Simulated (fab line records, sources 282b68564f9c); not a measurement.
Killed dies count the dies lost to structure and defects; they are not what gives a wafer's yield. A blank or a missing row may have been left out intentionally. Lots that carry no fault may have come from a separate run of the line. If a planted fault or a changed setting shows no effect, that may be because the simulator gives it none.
fab line records -- flow rit_cmos
record lots=5, wafers=15, last_day=6
route steps=202 shown ACTIVE@19 FOX1@20 FOX2@23 NWELL@28 M1@202
lots with no fault: from the same line, run without faults
start_h: start of the lot's first displayed wafer, in hours after the record's first day -- wait_h: hours since the lot's step before -- " identical to the entry in the row above -- L1.1+2: several wafers, shown together as one row -- - no value, or no start was given -- * or withheld: withheld -- < > ~ a bound
route shown NAME@n: NAME is a module with steps in the file, n the number in the route of the first one -- usual: mean/standard deviation of fault-free wafers -- same: alike in all rows -- chamber/n: place in a boat -- sites: readings site by site -- _std_site: how widely they spread, as a standard deviation -- _edge_site: the outer-site mean with the inner-site mean subtracted -- radius_mm: how far each site lies from the wafer's centre -- mask NAME#n: copy n -- behind: the last tool/chamber to shape the wafer -- hold: the reason the lot was held/the length of the hold in hours/how it ended -- device: which transistor (n, p or np) failed to switch -- end of line: the tests these same wafers got at the end of their route -- a step with no rows: only its recipe -- killed: dies that structure and defects cost at the first sort, which is not the same as the wafer's yield -- map: dies across one wafer; x = killed, . = not, _ = none there
set.NAME: the setting that was run; set.NAME@STEP: the one run at that earlier step -- model.NAME: the simulator's own value behind a step, which no gauge read
certain route steps with their lots: each step a table, each wafer a row
services: from which hour (start_h, from the record's first day; less than 0 if before it) a tool's chamber was out of use, for how many hours, and why
## steps
# step RIT_ACTIVE_CLEAN_17
# recipe chemistry=SC2, mix=3:3:50, time_s=600, temp_c=75, dry=n2_spin
# step RIT_FOX1_OXIDATION_00
# recipe temp_c=1100, ambient=H2O, target_thk_a=3507, p_h2o_torr=720, ox_time_s=1130
# step RIT_FOX1_THK_MEAS_01
# recipe reads=SiO2_of_FOX1_OXIDATION_00
# usual FOX1_OXIDE_THK=350/6.6
lot.wafer,tool,chamber,start_h,wait_h,FOX1_OXIDE_THK[nm]
L733.1,film_metro-04,-,38.37,0.0,341
L733.2,film_metro-04,-,38.37,0.0,342
L733.6,film_metro-04,-,38.37,0.0,346
L739.1,film_metro-01,-,68.73,0.0,340
L739.2,film_metro-01,-,68.73,0.0,343
L739.4,film_metro-01,-,68.73,0.0,352
L741.1,film_metro-04,-,80.56,0.0,357
L741.3,film_metro-04,-,80.56,0.0,349
L741.4,film_metro-04,-,80.56,0.0,355
L744.1,film_metro-04,-,94.37,0.0,365
L744.2,film_metro-04,-,94.37,0.0,368
L744.6,film_metro-04,-,94.37,0.0,363
L745.1,film_metro-01,-,97.25,0.0,355
L745.3,film_metro-01,-,97.25,0.0,356
L745.5,film_metro-01,-,97.25,0.0,358
# step RIT_FOX1_WET_ETCH_02
# recipe chemistry=BOE, target_depth_nm=350, time_s=390, temp_c=21.5, dry=n2_spin, dilution=10:1, target=SiO2
# step RIT_FOX2_OXIDATION_00
# recipe temp_c=1100, ambient=H2O, target_thk_a=3507, p_h2o_torr=720, ox_time_s=1130
# step RIT_FOX2_THK_MEAS_01
# recipe reads=SiO2_of_FOX2_OXIDATION_00
# usual FOX2_OXIDE_THK=352/6.2
lot.wafer,tool,chamber,start_h,wait_h,FOX2_OXIDE_THK[nm]
L733.1,film_metro-04,-,39.86,0.0,344
L733.2,film_metro-04,-,39.86,0.0,343
L733.6,film_metro-04,-,39.86,0.0,345
L739.1,film_metro-04,-,70.85,0.0,361
L739.2,film_metro-04,-,70.85,0.0,353
L739.4,film_metro-04,-,70.85,0.0,359
L741.1,film_metro-03,-,82.13,0.0,352
L741.3,film_metro-03,-,82.13,0.0,346
L741.4,film_metro-03,-,82.13,0.0,348
L744.1,film_metro-03,-,95.94,0.0,361
L744.2,film_metro-03,-,95.94,0.0,362
L744.6,film_metro-03,-,95.94,0.0,363
L745.1,film_metro-04,-,99.09,0.0,357
L745.3,film_metro-04,-,99.09,0.0,364
L745.5,film_metro-04,-,99.09,0.0,354
# step RIT_FOX2_CLEAN_02
# recipe chemistry=dHF, dilution=50:1, time_s=180
# step RIT_FOX2_WET_ETCH_03
# recipe chemistry=H3PO4, target=Si3N4, target_depth_nm=195, temp_c=165, time_s=2801
# step RIT_FOX2_THK_MEAS_90
# recipe reads=SiO2_of_FOX2_OXIDATION_00
# usual FIELD_OXIDE_LEFT_1_THK=325/6.2
lot.wafer,tool,chamber,start_h,wait_h,FIELD_OXIDE_LEFT_1_THK[nm]
L733.1,film_metro-04,-,40.73,0.0,316
L733.2,film_metro-04,-,40.73,0.0,315
L733.6,film_metro-04,-,40.73,0.0,317
L739.1,film_metro-01,-,71.72,0.0,333
L739.2,film_metro-01,-,71.72,0.0,326
L739.4,film_metro-01,-,71.72,0.0,331
L741.1,film_metro-03,-,83.01,0.0,324
L741.3,film_metro-03,-,83.01,0.0,318
L741.4,film_metro-03,-,83.01,0.0,320
L744.1,film_metro-03,-,96.81,0.0,334
L744.2,film_metro-03,-,96.81,0.0,334
L744.6,film_metro-03,-,96.81,0.0,335
L745.1,film_metro-01,-,99.97,0.0,329
L745.3,film_metro-01,-,99.97,0.0,336
L745.5,film_metro-01,-,99.97,0.0,327
# step RIT_NWELL_HMDS_00
# recipe prime_time_s=60, prime_temp_c=140
# step RIT_NWELL_COAT_01
# recipe resist=NOVOLAK, spin_rpm=2000, resist_thk_nm=1300
# step RIT_NWELL_SOFTBAKE_02
# recipe resist=NOVOLAK, temp_c=90, time_s=60
# step RIT_NWELL_EXPOSE_03
# recipe mask_id=M2, na=0.57, target_cd_nm=43900, dose_mj=250
lot.wafer,tool,chamber,start_h,wait_h,mask
L733.1+2+6,iline_stepper-02,0,41.47,0.2,M3#0
L739.1+2+4,iline_stepper-02,0,72.32,0.2,M2#0
L741.1+3+4,iline_stepper-01,0,83.52,0.1,M2#0
L744.1+2+6,iline_stepper-02,0,97.33,0.1,M2#0
L745.1+3+5,iline_stepper-02,0,100.48,0.1,M2#0
# step RIT_NWELL_PEB_04
# recipe resist=NOVOLAK, temp_c=withheld, time_s=withheld
# step RIT_NWELL_DEVELOP_05
# recipe resist=NOVOLAK, develop_time_s=68, dev_temp_c=23
# step RIT_NWELL_OVL_MEAS_06
# usual NWELL_OVL=0.4/1.5
lot.wafer,tool,chamber,start_h,wait_h,NWELL_OVL[nm]
L733.1,overlay-01,-,41.90,-,-
L733.2,overlay-01,-,41.90,-,-
L733.6,overlay-01,-,41.90,-,-
L739.1,overlay-01,-,72.75,-,-1.6
L739.2,overlay-01,-,72.75,-,-0.5
L739.4,overlay-01,-,72.75,-,1.3
L741.1,overlay-02,-,83.95,-,-0.7
L741.3,overlay-02,-,83.95,-,-2.1
L741.4,overlay-02,-,83.95,-,-0.9
L744.1,overlay-02,-,97.76,-,-0.1
L744.2,overlay-02,-,97.76,-,1.1
L744.6,overlay-02,-,97.76,-,1.2
L745.1,overlay-02,-,100.95,-,0.5
L745.3,overlay-02,-,100.95,-,0.2
L745.5,overlay-02,-,100.95,-,0.9
# step RIT_NWELL_HARDBAKE_07
# recipe resist=NOVOLAK, temp_c=140, time_s=120
# step RIT_NWELL_IMPLANT_08
# recipe species=P, energy_kev=170, dose_cm2=5e+13, tilt_deg=7
# step RIT_NWELL_STRIP_09
# recipe chemistry=O2, time_s=180, resist=NOVOLAK, platen_temp_c=withheld, power_w=500, pressure_mtorr=4000, o2_flow_sccm=4000
# usual drypump_motor_current_A=5.73/0.29
lot.wafer,tool,chamber,start_h,wait_h,drypump_motor_current_A,rf_hours_counter_h
L733.1,plasma_asher-01,0,42.34,0.1,6.24,40
L733.2,plasma_asher-01,1,42.34,0.1,5.50,40
L733.6,plasma_asher-01,0,42.34,0.1,6.23,-
L739.1,plasma_asher-03,0,73.18,0.1,6.08,28
L739.2,plasma_asher-03,1,73.18,0.1,5.80,28
L739.4,plasma_asher-03,0,73.18,0.1,6.05,-
L741.1,plasma_asher-03,1,84.38,0.1,5.79,29
L741.3,plasma_asher-03,1,84.38,0.1,5.82,-
L741.4,plasma_asher-03,0,84.38,0.1,6.02,-
L744.1,plasma_asher-04,1,98.19,0.1,5.58,45
L744.2,plasma_asher-04,0,98.19,0.1,5.43,45
L744.6,plasma_asher-04,0,98.19,0.1,5.42,-
L745.1,plasma_asher-03,0,101.38,0.1,6.01,31
L745.3,plasma_asher-03,0,101.38,0.1,6.04,-
L745.5,plasma_asher-03,0,101.38,0.1,6.06,-
# step RIT_NWELL_TW_MEAS_10
# usual NWELL_TW=2148/14
lot.wafer,tool,chamber,start_h,wait_h,hold,NWELL_TW
L733.1,film_metro-02,-,42.52,0.1,await_dispo/0.2h/release,30
L733.2,film_metro-02,-,42.52,0.1,await_dispo/0.2h/release,30
L733.6,film_metro-02,-,42.52,0.1,await_dispo/0.2h/release,30
L733.1,film_metro-02,-,42.74,0.2,-,30
L733.2,film_metro-02,-,42.74,0.2,-,30
L733.6,film_metro-02,-,42.74,0.2,-,30
L739.1,film_metro-03,-,73.36,0.1,-,2151
L739.2,film_metro-03,-,73.36,0.1,-,2148
L739.4,film_metro-03,-,73.36,0.1,-,2135
L741.1,film_metro-04,-,84.56,0.1,-,2148
L741.3,film_metro-04,-,84.56,0.1,-,2155
L741.4,film_metro-04,-,84.56,0.1,-,2144
L744.1,film_metro-04,-,98.37,0.1,-,2176
L744.2,film_metro-04,-,98.37,0.1,-,2165
L744.6,film_metro-04,-,98.37,0.1,-,2171
L745.1,film_metro-03,-,101.56,0.1,-,2141
L745.3,film_metro-03,-,101.56,0.1,-,2133
L745.5,film_metro-03,-,101.56,0.1,-,2136
# step RIT_M1_PROBE_99
# usual defect_limited_yield=97.2/0.95, killed_at_contacts=0.0/0.2, killed_at_front_end=7.2/2.5, killed_dies=7.3/2.5, killed_open=3.8/1.9, killed_short=3.5/1.8, sort_bin_3_pad_short=0.1/0.23, sort_bin_5_function=1.6/0.74, sort_bin_6_memory=1.0/0.65, sort_n_pass=256.7/2.5, sort_yield_pct=97.2/0.95
# same gross_dies=264, killed_at_M0_to_M3=0, killed_at_M4_up=0, killed_at_back_side=0, killed_at_other=0
lot.wafer,tool,chamber,start_h,wait_h,defect_limited_yield[%],killed_at_contacts,killed_at_front_end,killed_dies,killed_open,killed_short,sort_bin_3_pad_short[%],sort_bin_5_function[%],sort_bin_6_memory[%],sort_n_pass,sort_yield_pct[%]
L739.1,prober-01,-,112.17,0.1,96.6,0,9,9,6,3,0,1.9,1.5,255.0,96.6
L739.2,prober-01,-,112.22,0.1,96.6,0,9,9,4,5,0.4,2.3,0.8,255.0,96.6
L739.4,prober-01,-,112.32,0.2,98.1,0,5,5,4,1,0,0.8,1.1,259.0,98.1
L741.1,prober-02,-,123.70,0.1,96.6,0,9,9,6,3,0,1.1,2.3,255.0,96.6
L741.3,prober-02,-,123.80,0.2,97.7,0,6,6,4,2,0,0.8,1.5,258.0,97.7
L741.4,prober-02,-,123.85,0.2,98.1,0,5,5,2,3,0.4,1.1,0.4,259.0,98.1
L744.1,prober-01,-,134.63,0.1,98.9,0,3,3,1,2,0,0.4,0.8,261.0,98.9
L744.2,prober-01,-,134.68,0.1,97.3,0,7,7,6,1,0,2.3,0.4,257.0,97.3
L744.6,prober-01,-,134.88,0.2,97.3,0,7,7,4,3,0.4,0.8,1.5,257.0,97.3
L745.1,prober-02,-,140.04,0.1,95.8,1,10,11,3,8,0.4,1.9,1.9,253.0,95.8
L745.3,prober-02,-,140.14,0.2,98.5,0,4,4,2,2,0,0.4,1.1,260.0,98.5
L745.5,prober-02,-,140.24,0.2,96.2,0,10,10,4,6,0,3.0,0.8,254.0,96.2
# killed by level:class
L739.1 GATE:geometric_particle:open=3 SPACER:geometric_particle:short=2 SILICIDE:geometric_particle:open=2 SPACER:geometric_particle:open=1 SILICIDE:geometric_particle:short=1
L739.2 GATE:geometric_particle:short=2 SPACER:geometric_particle:open=2 SPACER:geometric_particle:short=2 REOX:geometric_particle:open=1 REOX:geometric_particle:short=1 SILICIDE:geometric_particle:open=1
L739.4 FOX1:geometric_particle:open=1 GATE:geometric_particle:short=1 GATE:geometric_particle:open=1 REOX:geometric_particle:open=1 SPACER:geometric_particle:open=1
L741.1 GATE:geometric_particle:short=3 FOX2:geometric_particle:open=2 GATE:geometric_particle:open=2 SILICIDE:geometric_particle:open=2
L741.3 REOX:geometric_particle:short=2 GATE:geometric_particle:open=1 REOX:geometric_particle:open=1 SPACER:geometric_particle:open=1 SILICIDE:geometric_particle:open=1
L741.4 GATE:geometric_particle:short=2 GATE:geometric_particle:open=1 REOX:geometric_particle:short=1 SPACER:geometric_particle:open=1
L744.1 GATE:geometric_particle:short=1 GATE:geometric_particle:open=1 SPACER:geometric_particle:short=1
L744.2 GATE:geometric_particle:open=4 FOX2:geometric_particle:open=1 GATE:geometric_particle:short=1 SILICIDE:geometric_particle:open=1
L744.6 FOX2:geometric_particle:open=1 FOX2:geometric_particle:short=1 GATE:geometric_particle:short=1 GATE:geometric_particle:open=1 REOX:geometric_particle:open=1 REOX:geometric_particle:short=1 SPACER:geometric_particle:open=1
L745.1 GATE:geometric_particle:short=3 GATE:geometric_particle:open=2 REOX:geometric_particle:short=2 FOX1:geometric_particle:short=1 SPACER:geometric_particle:open=1 SPACER:geometric_particle:short=1 CONTACT:geometric_particle:short=1
L745.3 GATE:geometric_particle:short=1 REOX:geometric_particle:open=1 SPACER:geometric_particle:open=1 SPACER:geometric_particle:short=1
L745.5 SPACER:geometric_particle:short=4 GATE:geometric_particle:open=2 SPACER:geometric_particle:open=2 GATE:geometric_particle:short=2
## services
tool,chamber,start_h,hours,kind
iline_stepper-02,0,19.66,-,calibration
plasma_asher-03,-,24.30,2.2,repair
plasma_asher-03,-,80.05,2.8,pm
iline_stepper-01,0,81.80,-,calibration
plasma_asher-01,-,86.60,2.0,repair
## key
first_sign step=RIT_NWELL_EXPOSE_03, reading=mask, direction=changed
effect step=RIT_NWELL_OVL_MEAS_06, reading=NWELL_OVL, direction=missing
effect step=RIT_NWELL_TW_MEAS_10, reading=visit, direction=added
effect step=RIT_NWELL_TW_MEAS_10, reading=NWELL_TW, direction=down, sigmas=99+, usual=2148, struck=30
met_at RIT_NWELL_EXPOSE_03
struck_wafers L733.1,L733.2,L733.6
scrapped_behind RIT_NWELL_TW_MEAS_10 L733.1,L733.2,L733.6
fault kind=wrong_mask, tool=any, chamber=-, onset_h=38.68, steps=RIT_NWELL_EXPOSE_03, aux_copy=M3#0, scope=struck_lots_only
